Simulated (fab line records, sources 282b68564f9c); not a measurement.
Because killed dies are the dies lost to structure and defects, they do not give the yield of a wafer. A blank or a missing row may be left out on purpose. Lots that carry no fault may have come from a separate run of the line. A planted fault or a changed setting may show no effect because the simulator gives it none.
A single fault, viewed from 2 desks | flow rit_cmos | each desk has only its own numbers; what lay behind them comes last

== FROM THE METROLOGY DESK ==
Lot by lot, what the gauges showed, no matter which tool ran the lot: averages of those sampled wafers that carry a number. Marked OUT: a lot whose mean sits more than 4 standard deviations from the usual mean, which makes it out of limits; the brackets give that distance.
Columns: A = NRETRO_OVL at RIT_NRETRO_OVL_MEAS_06, usual -0.4 nm
lot  | first seen here | A
L233 | day 2 12:08     | -0.1
L234 | day 2 17:37     | 0.5
L235 | day 3 02:56     | -0.6
L236 | day 3 04:26     | 0.4
L237 | day 3 08:08     | -1.6
L238 | day 3 17:17     | -0.8
L240 | day 4 01:16     | -1.3
L241 | day 4 09:20     | -2.9
L242 | day 4 09:34     | 2.3
L243 | day 4 14:49     | 0.5
L245 | day 5 05:39     | -0.5
L255 | day 7 01:13     | -1.0
Result from this desk: across the 12 lots, nothing is out of limits.

== AT THE TOOL OWNER'S DESK: iline_stepper-02 ==
The tool's own readings at RIT_NRETRO_EXPOSE_03 (exposes mask M4, target cd 43900 nm): means of the sampled wafers that have a number, for each lot that ran on this tool. Marked OUT: a lot whose mean sits more than 4 standard deviations from the usual mean, which makes it out of limits; the brackets give that distance.
Columns: A = stage_vel_mm_s at RIT_NRETRO_EXPOSE_03, usual 499.98 mm/s
lot  | first seen here | A
L234 | day 2 17:12     | 499.98
L236 | day 3 03:47     | 499.99
L237 | day 3 07:43     | 499.77
L240 | day 4 00:50     | 499.73
L241 | day 4 08:56     | 499.86
L245 | day 5 05:14     | 500.06
L249 | day 6 02:46     | 500.01
L251 | day 6 07:49     | 499.80
Result from this desk: across the 8 lots, nothing is out of limits.

== TAKEN TOGETHER ==
From the metrology desk's view, nothing was out of limits.
The desk of the tool owner found nothing out of limits.

== WHAT THE SIMULATOR PUT IN ==
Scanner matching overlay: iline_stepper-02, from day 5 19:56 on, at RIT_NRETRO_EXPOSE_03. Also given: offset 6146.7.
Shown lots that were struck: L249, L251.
